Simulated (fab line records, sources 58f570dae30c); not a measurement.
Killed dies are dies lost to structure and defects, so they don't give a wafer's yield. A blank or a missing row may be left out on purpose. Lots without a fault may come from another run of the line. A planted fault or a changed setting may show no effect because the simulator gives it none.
A struck lot beside a sound one | flow berkeley_cmos170 | 13 steps out of a route of 331
Sound: wafers L626.3, L626.4, L626.5. Struck: wafers L637.2, L637.5, L637.6. The cause comes at the end.
At each step with rows: each side's tool, then ch and its chambers, then its first start. Under that, the readings that differ: sound wafers | struck wafers | difference of the means | sigmas: that difference in standard deviations of wafers without a fault.
alike: readings whose means differ by less than 2 such deviations, and words and numbers that are the same on both sides. not compared: withheld readings, readings that some wafer has no value for, bounds like >300 that may hide the same value, and numbers for which the record gives no deviation and whose values overlap.
The two part at a step that has a row with sigmas, a row that says differs or no value, or rows on one side only. Numbers that don't overlap but have no deviation are shown without sigmas and don't part them. A reading that every wafer of one side lacks parts them only if that side has two wafers or more.

UCB170_START_BOW_MEAS_00:
  sound on film_metro-02, day 1 15:02; struck on film_metro-02, day 3 22:01
  alike: INCOMING_BOW
then, 2 steps without rows for these wafers: UCB170_START_CLEAN_01 (cleans in dHF, time 60 s); UCB170_START_OXIDATION_02 (target thk 20 nm, ox time 1800 s).
UCB170_START_THK_MEAS_03:
  sound on film_metro-01, day 1 22:08; struck on film_metro-01, day 4 05:08
  reading              | sound          | struck         | difference | sigmas
  START_OXIDE_THK (nm) | 20.0 20.0 20.0 | 21.0 20.6 20.6 | +0.7       | +2
then, 6 steps without rows for these wafers: UCB170_START_ANNEAL_04 (time 1200 s); UCB170_ZERO_HMDS_00 (prime time 60 s); UCB170_ZERO_COAT_01 (resist thk 912.9 nm); UCB170_ZERO_SOFTBAKE_02 (time 60 s); UCB170_ZERO_EXPOSE_03 (exposes mask PM MARKS, target cd 4000 nm); UCB170_ZERO_PEB_04.
UCB170_ZERO_DEVELOP_05: develop time 45 s.
  sound on litho_track-02 ch 0, day 2 08:00; struck on litho_track-03, day 4 10:00
  no value came back on the struck wafers for chill_plate_temp_C (C), develop_time_s (s), exhaust_pa (Pa); on the sound wafers chill_plate_temp_C (C) reads 22.94 23.02 23.05
  reading                               | sound             | struck            | difference | sigmas
  model.KrF_of_ZERO_COAT_01.thk_nm (nm) | 896.9 897.1 900.3 | 909.2 908.9 911.4 | +11.7      |
UCB170_ZERO_ETCH_06: etches SiO2 in CHF3/CF4/Ar, time 12 s.
  sound on rie_diel-02 ch 1,2,3, day 2 08:37; struck on rie_diel-02 ch 0,1,3, day 4 11:03
  reading               | sound             | struck            | difference | sigmas
  oes_product_au (a.u.) | 0.625 0.631 0.629 | 0.376 0.372 0.381 | -0.252     | -33
  alike: drypump_motor_current_A, throttle_valve_pct
  not compared: rf_hours_counter_h
UCB170_ZERO_STRIP_07: strips in O2.
  sound on plasma_asher-04 ch 0,1, day 2 08:40; struck on plasma_asher-01 ch 0,1, day 4 11:04
  reading                      | sound             | struck            | difference | sigmas
  strip_time_to_endpoint_s (s) | 21.73 21.75 21.84 | 22.03 22.05 22.08 | +0.28      | +5
  alike: drypump_motor_current_A, oes_product_au
  not compared: rf_hours_counter_h

WHERE THEY PART
First at UCB170_START_THK_MEAS_03; last, within this record, at UCB170_ZERO_STRIP_07.

WHY: what the simulator had put in
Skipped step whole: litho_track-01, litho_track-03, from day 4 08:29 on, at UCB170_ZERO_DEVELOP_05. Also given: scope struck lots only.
